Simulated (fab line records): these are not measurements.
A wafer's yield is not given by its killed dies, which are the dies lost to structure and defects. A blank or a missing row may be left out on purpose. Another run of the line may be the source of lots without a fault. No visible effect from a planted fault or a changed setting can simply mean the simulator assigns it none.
fab line records :: flow berkeleyCmos170
record
  lots=14
  wafers=42
  lastDay=12
route steps=331 shown NWELL@15
lots untouched by any fault: they come from a run of this same line in which no faults occurred
startH: the number of hours between the record's first day and the start of the first shown wafer of the lot :: waitH: hours elapsed since this lot's preceding step :: " as in the row above :: L1.1+2: a row that stands for several wafers :: - value missing, or start not given :: * or withheld: withheld :: < > ~ a bound
route shown NAME@n: NAME is a module with steps in the file, n the number in the route of the first one :: usual: mean/standard deviation taken from wafers without a fault :: same: alike in all rows :: chamber/n: place in a boat :: sites: each site's reading :: _std_site: the standard deviation of these :: _edge_site: outer sites' mean less inner sites' :: radiusMm: for every site, how far away it sits from the centre of the wafer :: mask NAME#n: copy n :: behind: tool/chamber where the wafer was last shaped :: hold: reason for holding the lot/hours on hold/outcome of the hold :: device: which transistor (n, p or np) failed to switch :: end of line: the tests these same wafers got at the end of their route :: step lacking rows: just its recipe :: killed: dies that structure and defects cost at the first sort, which is not the same as the wafer's yield :: map: the dies of a wafer, with x for killed, . for not killed, _ for no die there
set.NAME: the setting the step ran with; set.NAME@STEP: the setting that earlier step ran with :: model.NAME: the simulator's own value behind a step, which no gauge read
route steps across a sampled set of lots; one table per step, one row per wafer
services: the hour from which a tool's chamber was out of use, counted from the record's first day as startH (under 0 if before that day), plus the number of hours and why
## steps
# step UCB170_NWELL_OXIDATION_01
# recipe
  tempC=1000
  ambient=O2
  targetThkA=264
  oxTimeS=1260
lot.wafer: L795.1+2+5
tool: furnace-04
chamber: 0
startH: 29.20
waitH: 0.1

lot.wafer: L796.2+5+6
tool: furnace-04
chamber: 0
startH: 29.20
waitH: 0.4

lot.wafer: L798.3+4+5
tool: furnace-02
chamber: 0
startH: 47.45
waitH: 2.8

lot.wafer: L799.2+3+4
tool: furnace-01
chamber: 0
startH: 53.83
waitH: 6.2

lot.wafer: L802.3+5+6
tool: furnace-02
chamber: 0
startH: 66.82
waitH: 2.6

lot.wafer: L803.2+4+6
tool: furnace-02
chamber: 0
startH: 66.82
waitH: 2.6

lot.wafer: L804.1+3+6
tool: furnace-04
chamber: 0
startH: 76.78
waitH: 3.8

lot.wafer: L805.3+5+6
tool: furnace-04
chamber: 0
startH: 76.78
waitH: 3.8

lot.wafer: L808.3+4+5
tool: furnace-02
chamber: 0
startH: 105.24
waitH: 6.3

lot.wafer: L808.3+4+5
tool: furnace-02
chamber: 0
startH: 110.59
waitH: 4.0

lot.wafer: L810.1+3+5
tool: furnace-02
chamber: 0
startH: 110.59
waitH: 5.2

lot.wafer: L810.1+3+5
tool: furnace-02
chamber: 0
startH: 115.44
waitH: 3.5

lot.wafer: L813.1+3+6
tool: furnace-04
chamber: 0
startH: 122.76
waitH: 3.8

lot.wafer: L814.3+4+6
tool: furnace-01
chamber: 0
startH: 129.56
waitH: 4.9

lot.wafer: L815.1+2+5
tool: furnace-01
chamber: 0
startH: 129.56
waitH: 4.6

lot.wafer: L816.2+4+6
tool: furnace-01
chamber: 0
startH: 137.58
waitH: 3.9
# step UCB170_NWELL_THK_MEAS_02
# recipe
  reads=SiO2_of_NWELL_OXIDATION_01
# usual
  NWELL_OXIDE_THK=26.3/0.71
lot.wafer: L795.1
tool: filmMetro-01
chamber: -
startH: 30.55
waitH: 0.0
NWELL_OXIDE_THK[nm]: 25.2

lot.wafer: L795.2
tool: filmMetro-01
chamber: -
startH: 30.55
waitH: 0.0
NWELL_OXIDE_THK[nm]: 25.2

lot.wafer: L795.5
tool: filmMetro-01
chamber: -
startH: 30.55
waitH: 0.0
NWELL_OXIDE_THK[nm]: 25.4

lot.wafer: L796.2
tool: filmMetro-01
chamber: -
startH: 30.62
waitH: 0.1
NWELL_OXIDE_THK[nm]: 25.1

lot.wafer: L796.5
tool: filmMetro-01
chamber: -
startH: 30.62
waitH: 0.1
NWELL_OXIDE_THK[nm]: 24.7

lot.wafer: L796.6
tool: filmMetro-01
chamber: -
startH: 30.62
waitH: 0.1
NWELL_OXIDE_THK[nm]: 24.5

lot.wafer: L798.3
tool: filmMetro-03
chamber: -
startH: 48.82
waitH: 0.0
NWELL_OXIDE_THK[nm]: 27.2

lot.wafer: L798.4
tool: filmMetro-03
chamber: -
startH: 48.82
waitH: 0.0
NWELL_OXIDE_THK[nm]: 26.7

lot.wafer: L798.5
tool: filmMetro-03
chamber: -
startH: 48.82
waitH: 0.0
NWELL_OXIDE_THK[nm]: 26.7

lot.wafer: L799.2
tool: filmMetro-04
chamber: -
startH: 55.19
waitH: 0.0
NWELL_OXIDE_THK[nm]: 26.1

lot.wafer: L799.3
tool: filmMetro-04
chamber: -
startH: 55.19
waitH: 0.0
NWELL_OXIDE_THK[nm]: 26.2

lot.wafer: L799.4
tool: filmMetro-04
chamber: -
startH: 55.19
waitH: 0.0
NWELL_OXIDE_THK[nm]: 26.1

lot.wafer: L803.2
tool: filmMetro-04
chamber: -
startH: 68.18
waitH: 0.0
NWELL_OXIDE_THK[nm]: 27.6

lot.wafer: L803.4
tool: filmMetro-04
chamber: -
startH: 68.18
waitH: 0.0
NWELL_OXIDE_THK[nm]: 27.7

lot.wafer: L803.6
tool: filmMetro-04
chamber: -
startH: 68.18
waitH: 0.0
NWELL_OXIDE_THK[nm]: 27.4

lot.wafer: L802.3
tool: filmMetro-01
chamber: -
startH: 68.19
waitH: 0.0
NWELL_OXIDE_THK[nm]: 26.8

lot.wafer: L802.5
tool: filmMetro-01
chamber: -
startH: 68.19
waitH: 0.0
NWELL_OXIDE_THK[nm]: 26.3

lot.wafer: L802.6
tool: filmMetro-01
chamber: -
startH: 68.19
waitH: 0.0
NWELL_OXIDE_THK[nm]: 26.9

lot.wafer: L804.1
tool: filmMetro-01
chamber: -
startH: 78.13
waitH: 0.0
NWELL_OXIDE_THK[nm]: 26.1

lot.wafer: L804.3
tool: filmMetro-01
chamber: -
startH: 78.13
waitH: 0.0
NWELL_OXIDE_THK[nm]: 25.9

lot.wafer: L804.6
tool: filmMetro-01
chamber: -
startH: 78.13
waitH: 0.0
NWELL_OXIDE_THK[nm]: 26.2

lot.wafer: L805.3
tool: filmMetro-04
chamber: -
startH: 78.15
waitH: 0.0
NWELL_OXIDE_THK[nm]: 26.9

lot.wafer: L805.5
tool: filmMetro-04
chamber: -
startH: 78.15
waitH: 0.0
NWELL_OXIDE_THK[nm]: 27.0

lot.wafer: L805.6
tool: filmMetro-04
chamber: -
startH: 78.15
waitH: 0.0
NWELL_OXIDE_THK[nm]: 26.7

lot.wafer: L808.3
tool: filmMetro-03
chamber: -
startH: 111.96
waitH: 0.0
NWELL_OXIDE_THK[nm]: 40.2

lot.wafer: L808.4
tool: filmMetro-03
chamber: -
startH: 111.96
waitH: 0.0
NWELL_OXIDE_THK[nm]: 41.0

lot.wafer: L808.5
tool: filmMetro-03
chamber: -
startH: 111.96
waitH: 0.0
NWELL_OXIDE_THK[nm]: 40.4

lot.wafer: L810.1
tool: filmMetro-01
chamber: -
startH: 116.79
waitH: 0.0
NWELL_OXIDE_THK[nm]: 39.6

lot.wafer: L810.3
tool: filmMetro-01
chamber: -
startH: 116.79
waitH: 0.0
NWELL_OXIDE_THK[nm]: 40.3

lot.wafer: L810.5
tool: filmMetro-01
chamber: -
startH: 116.79
waitH: 0.0
NWELL_OXIDE_THK[nm]: 39.9

lot.wafer: L813.1
tool: filmMetro-04
chamber: -
startH: 124.11
waitH: 0.0
NWELL_OXIDE_THK[nm]: 26.0

lot.wafer: L813.3
tool: filmMetro-04
chamber: -
startH: 124.11
waitH: 0.0
NWELL_OXIDE_THK[nm]: 26.0

lot.wafer: L813.6
tool: filmMetro-04
chamber: -
startH: 124.11
waitH: 0.0
NWELL_OXIDE_THK[nm]: 26.2

lot.wafer: L815.1
tool: filmMetro-03
chamber: -
startH: 130.91
waitH: 0.0
NWELL_OXIDE_THK[nm]: 26.2

lot.wafer: L815.2
tool: filmMetro-03
chamber: -
startH: 130.91
waitH: 0.0
NWELL_OXIDE_THK[nm]: 26.4

lot.wafer: L815.5
tool: filmMetro-03
chamber: -
startH: 130.91
waitH: 0.0
NWELL_OXIDE_THK[nm]: 26.3

lot.wafer: L814.3
tool: filmMetro-01
chamber: -
startH: 130.93
waitH: 0.0
NWELL_OXIDE_THK[nm]: 25.2

lot.wafer: L814.4
tool: filmMetro-01
chamber: -
startH: 130.93
waitH: 0.0
NWELL_OXIDE_THK[nm]: 25.2

lot.wafer: L814.6
tool: filmMetro-01
chamber: -
startH: 130.93
waitH: 0.0
NWELL_OXIDE_THK[nm]: 25.3

lot.wafer: L816.2
tool: filmMetro-04
chamber: -
startH: 138.94
waitH: 0.0
NWELL_OXIDE_THK[nm]: 25.5

lot.wafer: L816.4
tool: filmMetro-04
chamber: -
startH: 138.94
waitH: 0.0
NWELL_OXIDE_THK[nm]: 26.0

lot.wafer: L816.6
tool: filmMetro-04
chamber: -
startH: 138.94
waitH: 0.0
NWELL_OXIDE_THK[nm]: 25.3
## services
tool: furnace-01
chamber: -
startH: 17.39
hours: 4.4
kind: pm

tool: furnace-02
chamber: -
startH: 30.49
hours: 4.1
kind: pm

tool: furnace-04
chamber: -
startH: 82.30
hours: 4.0
kind: pm
## key
firstSign
  step=UCB170_NWELL_OXIDATION_01
  reading=visit
  direction=added
effect
  step=UCB170_NWELL_THK_MEAS_02
  reading=NWELL_OXIDE_THK
  direction=up
  sigmas=20
  usual=26.3
  struck=40.2
metAt UCB170_NWELL_OXIDATION_01
struckLots L808,L810
testerLeftOut L808,L810
fault
  kind=repeatedStepWhole
  tool=furnace-01,furnace-02,furnace-04
  chamber=-
  onsetH=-
  steps=UCB170_NWELL_OXIDATION_01
  times=1
  scope=struckLotsOnly
# testerLeftOut: of these lots the tester's yield and bins aren't shown, on N5 and GAA mostly nor the transistor test; their killed dies are dies lost to structure and defects alone, not to doping, threshold or leakage, so they don't give the yield
